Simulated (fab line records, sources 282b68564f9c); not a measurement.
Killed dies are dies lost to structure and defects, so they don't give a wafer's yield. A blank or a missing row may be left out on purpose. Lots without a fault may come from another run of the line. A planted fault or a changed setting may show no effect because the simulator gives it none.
Which tool did it? | flow rit_cmos | 15 lots, 45 wafers sampled, at 2 steps of a route of 202

WHAT THE GAUGES READ, wafer by wafer
The record holds no reading of a measuring or inspecting step that can be judged against a usual standard deviation.

WHICH TOOL RAN EACH LOT (tool, then ch and the chambers of the sampled wafers, then the start)
lot  | RIT_SPACER_ETCHBACK_05            | RIT_M1_PROBE_99
L837 | rie_diel-04 ch 1,2, day 3 06:07   | prober-01, day 3 17:13
L838 | rie_diel-04 ch 0,1,2, day 3 10:27 | -
L839 | rie_diel-03 ch 0,1,2, day 3 17:59 | prober-02, day 4 05:11
L840 | rie_diel-04 ch 0,2, day 3 20:39   | prober-01, day 4 07:58
L841 | rie_diel-01 ch 1,2,3, day 4 00:22 | prober-02, day 4 11:37
L842 | rie_diel-03 ch 2,3, day 4 06:11   | -
L849 | rie_diel-01 ch 0,1,2, day 5 18:58 | prober-01, day 6 06:15
L850 | rie_diel-04 ch 1,3, day 6 01:50   | -
L851 | rie_diel-03 ch 0,1, day 6 04:57   | -
L852 | rie_diel-04 ch 0,1, day 6 11:46   | prober-02, day 6 22:54
L854 | rie_diel-04 ch 1,2,3, day 6 19:20 | -
L856 | rie_diel-04 ch 1,2, day 7 07:43   | -
L857 | rie_diel-03 ch 1,2, day 7 10:47   | -
L858 | rie_diel-01 ch 0,2, day 7 14:50   | -
L859 | rie_diel-03 ch 0,3, day 7 22:38   | -
- RIT_SPACER_ETCHBACK_05: etches Si3N4 in SF6/CHF3, stops on SiO2, target depth 250 nm, time 240 s.
- RIT_M1_PROBE_99

WHAT THE TOOLS THEMSELVES READ (means of the sampled wafers that have a number; where no wafer has one, the mark that the record gives instead)
RIT_SPACER_ETCHBACK_05. Usual: CHF3_flow_sccm 30.00 sccm, standard deviation 0.082; SF6_flow_sccm 29.99 sccm, standard deviation 0.085; drypump_motor_current_A 5.9 A, standard deviation 0.42; oes_product_au 0.843 a.u., standard deviation 0.017; rf_fwd_power_W 249.2 W, standard deviation 0.82; throttle_valve_pct 10.25 %, standard deviation 0.13.
lot  | tool        | CHF3_flow_sccm (sccm) | SF6_flow_sccm (sccm) | drypump_motor_current_A (A) | oes_product_au (a.u.) | rf_fwd_power_W (W) | throttle_valve_pct (%) | flag
L837 | rie_diel-04 | 29.94                 | 29.99                | 6.2                         | 0.848                 | 249.1              | 10.16                  |
L838 | rie_diel-04 | 30.01                 | 29.99                | 6.2                         | 0.846                 | 248.4              | 10.18                  |
L839 | rie_diel-03 | -                     | -                    | -                           | -                     | -                  | -                      | OFF
L840 | rie_diel-04 | -                     | -                    | -                           | -                     | -                  | -                      | OFF
L841 | rie_diel-01 | -                     | -                    | -                           | -                     | -                  | -                      | OFF
L842 | rie_diel-03 | 30.08                 | 30.02                | 5.5                         | 0.843                 | 247.9              | 10.25                  |
L849 | rie_diel-01 | 29.96                 | 30.05                | 5.7                         | 0.840                 | 248.5              | 10.22                  |
L850 | rie_diel-04 | 30.04                 | 29.98                | 5.9                         | 0.827                 | 250.8              | 10.27                  |
L851 | rie_diel-03 | 30.03                 | 29.95                | 5.9                         | 0.831                 | 248.9              | 10.20                  |
L852 | rie_diel-04 | 29.96                 | 29.98                | 6.2                         | 0.860                 | 248.1              | 10.23                  |
L854 | rie_diel-04 | 30.02                 | 29.98                | 6.0                         | 0.845                 | 250.0              | 10.20                  |
L856 | rie_diel-04 | 29.94                 | 29.96                | 6.3                         | 0.832                 | 248.8              | 10.15                  |
L857 | rie_diel-03 | 30.01                 | 29.92                | 5.9                         | 0.834                 | 249.4              | 10.24                  |
L858 | rie_diel-01 | 30.07                 | 29.96                | 6.0                         | 0.835                 | 248.2              | 10.18                  |
L859 | rie_diel-03 | 29.91                 | 29.95                | 5.1                         | 0.856                 | 249.6              | 10.18                  |

RIT_M1_PROBE_99. Usual: killed_at_M0_to_M3 0.0, standard deviation 0.12; killed_at_contacts 0.1, standard deviation 0.25; killed_at_front_end 6.3, standard deviation 2.9; killed_dies 6.4, standard deviation 2.8; killed_on_rim 1.7, standard deviation 1.4; killed_open 3.3, standard deviation 2; killed_short 3.1, standard deviation 2.
lot  | tool      | killed_at_M0_to_M3 | killed_at_contacts | killed_at_front_end | killed_dies | killed_on_rim | killed_open | killed_short | flag
L837 | prober-01 | 0.0                | 0.0                | 5.3                 | 5.3         | 0.3           | 3.3         | 2.0          |
L839 | prober-02 | 0.0                | 0.0                | 264.0               | 264.0       | 70.0          | 3.0         | 3.0          | OFF
L840 | prober-01 | 0.0                | 0.0                | 264.0               | 264.0       | 70.0          | 1.7         | 1.7          | OFF
L841 | prober-02 | 0.0                | 0.0                | 264.0               | 264.0       | 70.0          | 1.3         | 5.0          | OFF
L849 | prober-01 | 0.0                | 0.0                | 1.0                 | 1.0         | 1.0           | 1.0         | 0.0          |
L852 | prober-02 | 0.0                | 0.3                | 4.3                 | 4.7         | 0.7           | 3.7         | 1.0          |

THE ANSWER, worked out from the rows above alone
Rule: a lot is off if the mean of its wafers that have a number lies more than 3 standard deviations from the usual mean. A lot without any number at a reading at which 4 lots or more have one is off too. The other lots that the step has rows for count as sound. The gauges are gone through in route order, then the tools' own readings, and for those a lot's mean is taken as printed above. The first step at which some lot is off is used, and at that step the reading that is off furthest; a lot without a number counts as furthest.
Off: L839, L840, L841, at RIT_SPACER_ETCHBACK_05 (CHF3_flow_sccm). Without a number there: L839, L840, L841.
A tool fits if, at that step or a process step before it, it ran every lot that is off, and no sound lot after the first of them. None of those tried fits.

WHAT THE SIMULATOR HAD PUT IN
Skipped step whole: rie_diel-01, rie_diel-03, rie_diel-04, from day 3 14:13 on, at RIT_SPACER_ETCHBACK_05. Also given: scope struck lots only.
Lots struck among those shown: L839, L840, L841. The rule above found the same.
